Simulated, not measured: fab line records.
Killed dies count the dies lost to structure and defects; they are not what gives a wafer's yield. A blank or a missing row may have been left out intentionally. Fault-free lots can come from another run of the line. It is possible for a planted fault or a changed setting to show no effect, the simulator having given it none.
fab line records -- flow berkeley_cmos170
record: lots: 14, wafers: 42, last_day: 11
route steps=331 shown GATE@138 SPACER@171
lots that met no fault: from a run of the same line without faults
start_h: hours from the record's opening day to when the first of the lot's shown wafers began -- wait_h: how many hours have passed since the lot's step before this one -- " same as the row above -- L1.1+2: several wafers, shown together as one row -- - either no value or no given start -- * or withheld: withheld -- < > ~ a bound
route shown NAME@n: NAME is a module with steps in the file, n the number in the route of the first one -- usual: mean/standard deviation taken from wafers without a fault -- same: alike in all rows -- chamber/n: place in a boat -- sites: per-site readings -- _std_site: their standard deviation -- _edge_site: mean of outer sites minus mean of inner sites -- radius_mm: for every site, how far away it sits from the centre of the wafer -- mask NAME#n: copy n -- behind: the last tool/chamber to shape the wafer -- hold: reason for holding the lot/hours on hold/outcome of the hold -- device: the transistor (n, p or np) that didn't switch -- end of line: tests of these same wafers at the route's end -- where a step has no rows: the recipe by itself -- killed: the dies lost at the first sort to structure and to defects; this is not the yield of the wafer -- map: shows each die of a wafer: x if killed, . if not, _ if none is there
set.NAME: the run value of the setting; set.NAME@STEP: its run value at that earlier step -- model.NAME: the simulator's own value behind a step, which no gauge read
a sample of lots followed through the steps of the route, with each step as a table and each wafer as a row
services: from which hour (start_h, from the record's first day; less than 0 if before it) a tool's chamber was out of use, for how many hours, and why
== steps ==
step: UCB170_GATE_CD_MEAS_12
recipe: target_cd_nm: 350
usual: cd_nm: 350.0/1.3
lot.wafer,tool,chamber,start_h,wait_h,cd_nm
L857.2,cd_sem-01,-,117.24,-,350.9
L857.3,cd_sem-01,-,117.24,-,351.0
L857.6,cd_sem-01,-,117.24,-,350.7
L859.1,cd_sem-02,-,130.88,-,349.6
L859.4,cd_sem-02,-,130.88,-,350.6
L859.6,cd_sem-02,-,130.88,-,348.5
L858.1,cd_sem-02,-,131.15,-,350.0
L858.2,cd_sem-02,-,131.15,-,350.8
L858.3,cd_sem-02,-,131.15,-,350.5
L860.3,cd_sem-02,-,140.44,-,350.3
L860.5,cd_sem-02,-,140.44,-,349.6
L860.6,cd_sem-02,-,140.44,-,351.0
L862.1,cd_sem-02,-,142.24,-,350.8
L862.2,cd_sem-02,-,142.24,-,350.7
L862.5,cd_sem-02,-,142.24,-,350.2
L863.1,cd_sem-02,-,154.89,-,350.4
L863.3,cd_sem-02,-,154.89,-,350.3
L863.4,cd_sem-02,-,154.89,-,351.1
L864.3,cd_sem-01,-,155.21,-,349.0
L864.4,cd_sem-01,-,155.21,-,347.8
L864.5,cd_sem-01,-,155.21,-,349.7
L865.1,cd_sem-02,-,158.12,-,349.6
L865.3,cd_sem-02,-,158.12,-,351.1
L865.4,cd_sem-02,-,158.12,-,349.8
L867.1,cd_sem-01,-,162.45,-,350.4
L867.3,cd_sem-01,-,162.45,-,351.8
L867.4,cd_sem-01,-,162.45,-,349.3
L869.2,cd_sem-01,-,177.72,-,350.8
L869.4,cd_sem-01,-,177.72,-,349.4
L869.5,cd_sem-01,-,177.72,-,350.0
L874.1,cd_sem-02,-,205.58,-,352.4
L874.2,cd_sem-02,-,205.58,-,351.4
L874.6,cd_sem-02,-,205.58,-,351.1
L876.1,cd_sem-02,-,213.92,-,348.5
L876.4,cd_sem-02,-,213.92,-,348.3
L876.6,cd_sem-02,-,213.92,-,349.7
L875.3,cd_sem-01,-,214.16,-,350.7
L875.4,cd_sem-01,-,214.16,-,350.5
L875.6,cd_sem-01,-,214.16,-,350.4
L880.1,cd_sem-01,-,221.87,-,349.4
L880.3,cd_sem-01,-,221.87,-,348.6
L880.4,cd_sem-01,-,221.87,-,348.7
step: UCB170_GATE_ETCH_14
recipe: chemistry: N2/H2, target_depth_a: withheld, overetch_a: withheld, target: BARC, time_s: withheld, source_w: 500, bias_w: 100, pressure_mtorr: 30, n2_flow_sccm: 100, h2_flow_sccm: 200
usual: drypump_motor_current_A: 5.8/0.43, oes_product_au: 1.006/0.027, throttle_valve_pct: 13.28/0.19
lot.wafer,tool,chamber,start_h,wait_h,drypump_motor_current_A,oes_product_au,throttle_valve_pct
L857.2,rie_diel-02,0,117.37,0.0,5.5,0.987,13.42
L857.3,rie_diel-02,3,117.37,0.0,6.1,0.977,13.29
L857.6,rie_diel-02,2,117.37,0.0,5.3,0.990,13.46
L859.1,rie_diel-04,1,131.04,0.0,5.2,1.038,13.47
L859.4,rie_diel-04,3,131.04,0.0,6.0,0.976,13.12
L859.6,rie_diel-04,0,131.04,0.0,5.6,1.021,13.00
L858.1,rie_diel-04,3,131.30,0.0,6.0,0.972,13.10
L858.2,rie_diel-04,1,131.30,0.0,5.2,1.040,13.47
L858.3,rie_diel-04,0,131.30,0.0,5.6,1.044,13.00
L860.3,rie_diel-04,0,140.56,0.0,5.6,1.024,12.97
L860.5,rie_diel-04,0,140.56,0.0,5.6,1.036,12.99
L860.6,rie_diel-04,3,140.56,0.0,6.0,0.973,13.11
L862.1,rie_diel-02,1,142.39,0.0,6.4,1.001,13.45
L862.2,rie_diel-02,2,142.39,0.0,5.3,0.984,13.46
L862.5,rie_diel-02,2,142.39,0.0,5.3,0.981,13.46
L863.1,rie_diel-03,1,155.05,0.0,5.3,1.030,12.99
L863.3,rie_diel-03,0,155.05,0.0,5.0,1.026,13.36
L863.4,rie_diel-03,3,155.05,0.0,6.1,0.977,13.31
L864.3,rie_diel-02,1,155.32,0.0,6.5,0.997,13.47
L864.4,rie_diel-02,2,155.32,0.0,5.3,0.985,13.45
L864.5,rie_diel-02,0,155.32,0.0,5.6,0.976,13.42
L865.1,rie_diel-02,0,158.28,0.0,5.5,0.983,13.42
L865.3,rie_diel-02,3,158.28,0.0,6.1,0.984,13.29
L865.4,rie_diel-02,1,158.28,0.0,6.4,1.006,13.46
L867.1,rie_diel-03,3,162.60,0.0,6.1,0.973,13.32
L867.3,rie_diel-03,1,162.60,0.0,5.3,1.034,12.99
L867.4,rie_diel-03,0,162.60,0.0,5.0,1.025,13.35
L869.2,rie_diel-03,0,177.86,0.0,5.0,1.032,13.35
L869.4,rie_diel-03,3,177.86,0.0,6.1,0.982,13.32
L869.5,rie_diel-03,3,177.86,0.0,6.1,0.977,13.32
L874.1,rie_diel-02,0,205.73,0.0,5.5,0.994,13.42
L874.2,rie_diel-02,1,205.73,0.0,6.4,1.036,13.49
L874.6,rie_diel-02,2,205.73,0.0,5.3,0.985,13.41
L876.1,rie_diel-03,1,214.08,0.0,5.4,1.025,13.00
L876.4,rie_diel-03,3,214.08,0.0,6.0,0.982,13.33
L876.6,rie_diel-03,3,214.08,0.0,6.0,0.976,13.31
L875.3,rie_diel-04,1,214.28,0.0,5.2,1.044,13.46
L875.4,rie_diel-04,1,214.28,0.0,5.2,1.056,13.46
L875.6,rie_diel-04,0,214.28,0.0,5.6,1.042,12.97
L880.1,rie_diel-04,0,222.03,0.0,5.6,1.032,12.96
L880.3,rie_diel-04,3,222.03,0.0,5.9,0.969,13.11
L880.4,rie_diel-04,3,222.03,0.0,6.0,0.975,13.08
step: UCB170_GATE_ETCH_15
recipe: chemistry: HBr/Cl2, target: poly-Si, stop_on: SiO2, over_etch_frac: 0.3, icp_w: 300, bias_w: 150, time_s: 56.3, pressure_mtorr: 15, HBr_flow_sccm: 150, Cl2_flow_sccm: 50, target_depth_a: 2782
usual: drypump_motor_current_A: 5.9/0.34, oes_product_au: 0.833/0.017, throttle_valve_pct: 26.47/0.15
lot.wafer,tool,chamber,start_h,wait_h,drypump_motor_current_A,oes_product_au,rf_hours_counter_h,throttle_valve_pct
L857.2,rie_si-01,1,117.41,-,5.7,0.812,55,26.29
L857.3,rie_si-01,2,117.41,-,6.0,0.857,2,26.58
L857.6,rie_si-01,2,117.41,-,6.0,0.854,-,26.56
L859.1,rie_si-02,0,131.08,-,5.9,0.809,100,26.64
L859.4,rie_si-02,2,131.08,-,6.0,0.841,29,26.38
L859.6,rie_si-02,1,131.08,-,5.8,0.845,-,26.54
L858.1,rie_si-01,3,131.35,-,6.5,0.842,90,26.68
L858.2,rie_si-01,0,131.35,-,5.1,0.804,126,26.22
L858.3,rie_si-01,2,131.35,-,6.0,0.855,2,26.55
L860.3,rie_si-02,2,140.60,-,6.0,0.839,29,26.38
L860.5,rie_si-02,0,140.60,-,5.9,0.808,-,26.65
L860.6,rie_si-02,3,140.60,-,6.1,0.839,-,26.30
L862.1,rie_si-02,0,142.44,-,5.9,0.822,100,26.64
L862.2,rie_si-02,1,142.44,-,5.8,0.843,88,26.53
L862.5,rie_si-02,1,142.44,-,5.8,0.854,-,26.53
L863.1,rie_si-01,1,155.09,-,5.7,0.814,55,26.30
L863.3,rie_si-01,3,155.09,-,6.5,0.828,90,26.69
L863.4,rie_si-01,1,155.09,-,5.7,0.805,-,26.30
L864.3,rie_si-02,3,155.37,-,6.2,0.837,1,26.31
L864.4,rie_si-02,1,155.37,-,5.8,0.841,88,26.52
L864.5,rie_si-02,3,155.37,-,6.2,0.842,-,26.30
L865.1,rie_si-01,2,158.32,-,6.0,0.852,2,26.57
L865.3,rie_si-01,3,158.32,-,6.5,0.839,90,26.69
L865.4,rie_si-01,2,158.32,-,6.0,0.855,-,26.56
L867.1,rie_si-01,1,162.65,-,5.7,0.811,55,26.29
L867.3,rie_si-01,3,162.65,-,6.5,0.839,90,26.69
L867.4,rie_si-01,2,162.65,-,6.0,0.853,-,26.57
L869.2,rie_si-01,2,177.90,-,6.0,0.851,2,26.55
L869.4,rie_si-01,0,177.90,-,5.2,0.820,0,26.35
L869.5,rie_si-01,1,177.90,-,5.7,0.812,-,26.30
L874.1,rie_si-02,1,205.77,-,5.8,0.860,89,26.53
L874.2,rie_si-02,0,205.77,-,5.9,0.819,100,26.66
L874.6,rie_si-02,2,205.77,-,5.9,0.859,-,26.39
L876.1,rie_si-01,3,214.12,-,6.5,0.834,90,26.68
L876.4,rie_si-01,0,214.12,-,5.1,0.821,0,26.34
L876.6,rie_si-01,2,214.12,-,6.0,0.853,-,26.57
L875.3,rie_si-02,0,214.32,-,5.9,0.816,100,26.64
L875.4,rie_si-02,1,214.32,-,5.8,0.844,89,26.53
L875.6,rie_si-02,2,214.32,-,5.9,0.847,-,26.39
L880.1,rie_si-01,0,222.07,-,5.1,0.824,0,26.34
L880.3,rie_si-01,3,222.07,-,6.5,0.830,90,26.67
L880.4,rie_si-01,1,222.07,-,5.7,0.801,55,26.30
step: UCB170_SPACER_CVD_00
recipe: material: SiO2, target_thk_nm: 376, temp_c: 390, precursor: TEOS/O2, time_s: 47, rf_w: 550, pressure_mtorr: 9000
usual: heater_power_w: 276/50, susceptor_temp_C: 390.04/0.22
lot.wafer,tool,chamber,start_h,wait_h,heater_power_w,susceptor_temp_C
L857.2,pecvd-03,2,122.74,0.0,270,389.78
L857.3,pecvd-03,1,122.74,0.0,281,390.24
L857.6,pecvd-03,1,122.74,0.0,298,389.99
L859.1,pecvd-03,2,135.61,0.0,274,389.88
L859.4,pecvd-03,1,135.61,0.0,347,390.08
L859.6,pecvd-03,2,135.61,0.0,287,389.97
L858.1,pecvd-02,1,135.86,0.0,231,389.95
L858.2,pecvd-02,2,135.86,0.0,247,390.18
L858.3,pecvd-02,0,135.86,0.0,279,390.14
L860.3,pecvd-03,1,145.43,0.0,294,390.16
L860.5,pecvd-03,2,145.43,0.0,260,390.42
L860.6,pecvd-03,0,145.43,0.0,342,390.25
L862.1,pecvd-03,2,146.41,0.0,231,390.06
L862.2,pecvd-03,1,146.41,0.0,319,390.43
L862.5,pecvd-03,2,146.41,0.0,250,389.93
L863.1,pecvd-03,2,159.36,0.0,261,390.06
L863.3,pecvd-03,0,159.36,0.0,282,390.61
L863.4,pecvd-03,0,159.36,0.0,308,390.09
L864.3,pecvd-02,0,160.03,0.0,256,389.99
L864.4,pecvd-02,1,160.03,0.0,269,389.77
L864.5,pecvd-02,0,160.03,0.0,270,389.97
L865.1,pecvd-01,1,162.37,0.0,233,390.04
L865.3,pecvd-01,0,162.37,0.0,195,389.99
L865.4,pecvd-01,1,162.37,0.0,254,390.22
L867.1,pecvd-02,2,166.59,0.0,267,390.22
L867.3,pecvd-02,0,166.59,0.0,269,389.81
L867.4,pecvd-02,1,166.59,0.0,302,389.87
L869.2,pecvd-02,0,182.54,0.0,203,389.92
L869.4,pecvd-02,2,182.54,0.0,228,390.15
L869.5,pecvd-02,0,182.54,0.0,221,390.05
L874.1,pecvd-03,0,210.76,0.0,356,390.12
L874.2,pecvd-03,1,210.76,0.0,273,389.88
L874.6,pecvd-03,1,210.76,0.0,297,390.13
L876.1,pecvd-03,0,218.06,0.0,294,390.43
L876.4,pecvd-03,1,218.06,0.0,345,389.98
L876.6,pecvd-03,2,218.06,0.0,205,390.11
L875.3,pecvd-01,1,218.37,0.0,239,390.11
L875.4,pecvd-01,0,218.37,0.0,208,390.16
L875.6,pecvd-01,2,218.37,0.0,230,390.19
L880.1,pecvd-01,2,227.26,0.0,229,390.00
L880.3,pecvd-01,1,227.26,0.0,299,389.99
L880.4,pecvd-01,2,227.26,0.0,237,390.47
step: UCB170_SPACER_THK_MEAS_01
recipe: reads: SiO2_of_SPACER_CVD_00
usual: SPACER_TEOS_THK: 375/5.2
lot.wafer,tool,chamber,start_h,wait_h,SPACER_TEOS_THK[nm]
L857.2,film_metro-04,-,122.79,0.0,362
L857.3,film_metro-04,-,122.79,0.0,376
L857.6,film_metro-04,-,122.79,0.0,375
L859.1,film_metro-03,-,135.66,0.0,370
L859.4,film_metro-03,-,135.66,0.0,378
L859.6,film_metro-03,-,135.66,0.0,372
L858.1,film_metro-04,-,135.90,0.0,367
L858.2,film_metro-04,-,135.90,0.0,372
L858.3,film_metro-04,-,135.90,0.0,372
L860.3,film_metro-03,-,145.49,0.0,369
L860.5,film_metro-03,-,145.49,0.0,374
L860.6,film_metro-03,-,145.49,0.0,377
L862.1,film_metro-02,-,146.45,0.0,372
L862.2,film_metro-02,-,146.45,0.0,379
L862.5,film_metro-02,-,146.45,0.0,373
L863.1,film_metro-03,-,159.40,0.0,367
L863.3,film_metro-03,-,159.40,0.0,374
L863.4,film_metro-03,-,159.40,0.0,377
L864.3,film_metro-04,-,160.10,0.0,377
L864.4,film_metro-04,-,160.10,0.0,382
L864.5,film_metro-04,-,160.10,0.0,384
L865.1,film_metro-02,-,162.43,0.0,371
L865.3,film_metro-02,-,162.43,0.0,375
L865.4,film_metro-02,-,162.43,0.0,374
L867.1,film_metro-04,-,166.64,0.0,375
L867.3,film_metro-04,-,166.64,0.0,402
L867.4,film_metro-04,-,166.64,0.0,374
L869.2,film_metro-04,-,182.59,0.0,405
L869.4,film_metro-04,-,182.59,0.0,379
L869.5,film_metro-04,-,182.59,0.0,408
L874.1,film_metro-03,-,210.81,0.0,370
L874.2,film_metro-03,-,210.81,0.0,375
L874.6,film_metro-03,-,210.81,0.0,382
L876.1,film_metro-02,-,218.11,0.0,373
L876.4,film_metro-02,-,218.11,0.0,385
L876.6,film_metro-02,-,218.11,0.0,376
L875.3,film_metro-04,-,218.43,0.0,372
L875.4,film_metro-04,-,218.43,0.0,379
L875.6,film_metro-04,-,218.43,0.0,368
L880.1,film_metro-04,-,227.30,0.0,366
L880.3,film_metro-04,-,227.30,0.0,380
L880.4,film_metro-04,-,227.30,0.0,374
== services ==
tool,chamber,start_h,hours,kind
rie_diel-03,-,94.63,2.8,pm
rie_diel-02,1,115.61,8.8,repair
rie_si-01,-,131.86,3.2,repair
pecvd-01,-,135.50,14.0,pm
rie_si-01,-,137.06,0.3,repair
pecvd-01,2,141.04,27.2,repair
rie_si-02,2,142.23,3.2,repair
rie_diel-04,2,147.36,1.2,repair
rie_si-01,1,147.92,4.2,repair
rie_si-01,0,152.13,-,clean
rie_si-01,0,152.13,22.2,scheduled_down
rie_si-01,0,152.13,22.2,vent_cycle
pecvd-02,2,155.79,7.3,repair
rie_diel-02,1,179.63,-,clean
rie_diel-02,1,179.63,21.5,scheduled_down
rie_diel-02,1,179.63,21.5,vent_cycle
rie_diel-03,-,182.64,1.0,repair
rie_diel-03,3,185.49,9.0,repair
rie_diel-02,-,186.69,0.1,repair
rie_diel-04,2,211.72,-,clean
pecvd-03,-,218.16,5.5,pm
rie_si-01,-,220.79,0.2,repair
rie_si-01,1,223.82,28.2,repair
rie_diel-03,2,224.49,6.0,repair
== key ==
first_sign: step: UCB170_SPACER_THK_MEAS_01, reading: SPACER_TEOS_THK, direction: up, sigmas: 5.8, usual: 375, struck: 405
effect none on later readings
met_at UCB170_SPACER_CVD_00
struck_lots L867,L869
struck_wafers L867.3,L869.2,L869.5
sort_left_out L869.2,L869.5
tester_left_out L867,L869
not_acting_at UCB170_GATE_CD_MEAS_12,UCB170_GATE_ETCH_14,UCB170_GATE_ETCH_15
onset_between 160.03 166.59
fault: kind: process_parameter_drift, tool: pecvd-02, chamber: 0, onset_h: 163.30, steps: UCB170_SPACER_CVD_00, channel: target_thk_nm, offset: 27.44, shape: step, end_h: 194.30, acts_in: these_recipes_only, stated: 376
tester_left_out: of these lots the tester's yield and bins aren't shown, on N5 and GAA mostly nor the transistor test; their killed dies are dies lost to structure and defects alone, not to doping, threshold or leakage, so they don't give the yield
sort_left_out: the simulated sort isn't trusted on such a fault, so these wafers' sort isn't shown, and their yield isn't known
